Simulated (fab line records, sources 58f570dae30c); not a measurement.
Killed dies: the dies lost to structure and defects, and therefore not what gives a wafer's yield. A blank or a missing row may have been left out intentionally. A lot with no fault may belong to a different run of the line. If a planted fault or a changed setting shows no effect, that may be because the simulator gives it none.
Split-lot experiment | flow berkeley cmos170 | 23 wafers read from 5 lots, route of 331 steps

## ON THE SPLIT
At UCB170_M3_METAL_ETCH_18 (etches Al in Cl2/BCl3, stops on SiO2, target depth 1170 nm, time 195 s), the setting time s was moved away from the recipe's 195 s on 9 of the 23 wafers read, by -14.3% to +8.7%. The other wafers ran this setting at the recipe's value.

No step appears in the file between the split and the reading.

## THE READING
oes product au, in a.u., at UCB170_M3_STRIP_19 (strips in O2). On this fab line, fault-free wafers typically give 0.546 a.u. with a standard deviation of 0.0078 a.u.

wafer  | tool, chamber at the split | time s as run, s | against the recipe | oes product au, a.u. | against lot-mates on the recipe
L075.1 | rie metal-02, 0            | 195              | recipe             | 0.536                | -
L075.2 | rie metal-02, 1            | 195              | recipe             | 0.537                | -
L075.3 | rie metal-02, 1            | 167.2            | -14.3%             | 0.637                | +0.098
L075.4 | rie metal-02, 0            | 195              | recipe             | 0.544                | -
L075.5 | rie metal-02, 1            | 167.2            | -14.3%             | 0.640                | +0.101
L079.2 | rie metal-04, 0            | 195              | recipe             | 0.539                | -
L079.3 | rie metal-04, 0            | 174.5            | -10.5%             | 0.637                | +0.095
L079.4 | rie metal-04, 1            | 195              | recipe             | 0.541                | -
L079.5 | rie metal-04, 1            | 195              | recipe             | 0.547                | -
L079.6 | rie metal-04, 0            | 174.5            | -10.5%             | 0.618                | +0.076
L082.1 | rie metal-04, 0            | 195              | recipe             | 0.548                | -
L082.2 | rie metal-04, 1            | 195              | recipe             | 0.554                | -
L082.4 | rie metal-04, 0            | 195              | recipe             | 0.548                | -
L082.5 | rie metal-04, 1            | 212              | +8.7%              | 0.486                | -0.064
L082.6 | rie metal-04, 0            | 212              | +8.7%              | 0.486                | -0.064
L083.1 | rie metal-02, 0            | 209.9            | +7.6%              | 0.493                | -0.057
L083.2 | rie metal-02, 1            | 209.9            | +7.6%              | 0.493                | -0.057
L083.3 | rie metal-02, 1            | 195              | recipe             | 0.553                | -
L083.4 | rie metal-02, 0            | 209.9            | +7.6%              | 0.492                | -0.058
L083.6 | rie metal-02, 1            | 195              | recipe             | 0.547                | -
L084.1 | rie metal-04, 1            | 195              | recipe             | 0.552                | -
L084.2 | rie metal-04, 0            | 195              | recipe             | 0.550                | -
L084.5 | rie metal-04, 0            | 195              | recipe             | 0.556                | -

THE FIT
A straight line over all 23 wafers: oes product au changes by -0.00693 a.u. for each +1% of time s; r = -0.99; the points scatter about the line by 0.0067 a.u.
The same after taking each lot's own level away (the mean of its wafers on the recipe; 23 wafers): -0.00739 a.u. for each +1%; r = -1.00; scatter 0.0049 a.u.
That fit puts the effect of the largest move of time s on the reading at 0.11 a.u.
Across the lots, their own levels run from 0.5390 to 0.5527 a.u., a range of 1.8 times the standard deviation given above.
The two slopes agree, so the slope changes little with the lot-to-lot level.
Check: for one of the wafers moved furthest among these (-14.3%), held out of the fit, the line's prediction against its lot-mates is +0.108 a.u. Against them it came out at +0.098 a.u.

## FURTHER SPLITS ON THESE WAFERS
Other splits were also applied to these wafers ahead of the reading. Each is held against what the fit with the lots' levels taken away leaves over:
other split on the same wafers | wafers away from the commonest value | r with oes product au (lot level and that fit taken away)
UCB170_M3_PEB_13 peb temp c    | 9                                    | +0.38

## THE WHOLE CHAIN: every reading that the file lists as answering this split, in the file's order
step                    | what it does                                                           | reading                                                                   | change (the file's fit)                  | r (the file's)
UCB170_M3_METAL_ETCH_18 | etches Al in Cl2/BCl3, stops on SiO2, target depth 1170 nm, time 195 s | KrF_of_M3_COAT_10.thk nm (the simulator's own value, which no gauge read) | -7.2 nm for each +1% of the setting      | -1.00
UCB170_M3_METAL_ETCH_18 | etches Al in Cl2/BCl3, stops on SiO2, target depth 1170 nm, time 195 s | SiO2_of_V2_CVD_00.thk nm (the simulator's own value, which no gauge read) | -0.685 nm for each +1% of the setting    | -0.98
UCB170_M3_STRIP_19      | strips in O2                                                           | oes product au                                                            | -0.0074 a.u. for each +1% of the setting | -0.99

## FILE'S OWN FIT
oes product au changes by -0.0074 a.u. for each +1% of time s, r = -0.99.
